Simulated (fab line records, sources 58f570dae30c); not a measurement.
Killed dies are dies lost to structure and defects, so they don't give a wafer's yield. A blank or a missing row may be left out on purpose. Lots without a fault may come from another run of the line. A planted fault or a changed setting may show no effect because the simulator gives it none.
Chamber matching | flow berkeley_cmos170 | UCB170_FIELD_WET_ETCH_05 on wet_bench-01: 3 sister chambers
The step etches Si3N4 in H3PO4, time 12600 s. 6 wafers are shown with their chamber, then 5 later ones without.

WAFERS WITH THEIR CHAMBER
wafer  | chamber | bath_guard_temp_C (C) | run_length_s (s)
L306.6 | 2       | 159.1                 | 12626
L307.2 | 3       | 160.3                 | 12627
L307.6 | 3       | 160.3                 | 12627
L308.5 | 0       | 160.2                 | 12625
L308.6 | 0       | 160.1                 | 12625
L309.1 | 2       | 159.0                 | 12625

WAFERS WITHOUT THEIR CHAMBER
wafer  | bath_guard_temp_C (C) | run_length_s (s)
L309.2 | 159.0                 | 12625
L309.3 | 159.2                 | 12625
L311.1 | 160.4                 | 12626
L311.3 | 160.5                 | 12626
L311.6 | 160.0                 | 12626

WHICH CHAMBER EACH WENT THROUGH
wafer  | from the rows above     | in truth
L309.2 | 2                       | 2
L309.3 | 2                       | 2
L311.1 | can't be placed: 3 or 0 | 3
L311.3 | 3                       | 3
L311.6 | 0                       | 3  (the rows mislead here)
Placed correctly: 3 of 5. Can't be placed from these rows: 1 (the true chamber is among the candidates in 1). Placed wrongly: 1.
How it was worked out, from the rows above alone: a wafer's distance from a chamber is the root of the sum, over the readings, of the square of ((its reading less the chamber's mean) divided by the reading's scatter). The wafer belongs to the nearest chamber; if the next one is less than 2 further off, it can't be placed. A chamber's mean is the mean of its shown wafers. The scatter: the root of (the sum of the squares of (reading less its chamber's mean) over the shown wafers, divided by (wafers less chambers)).
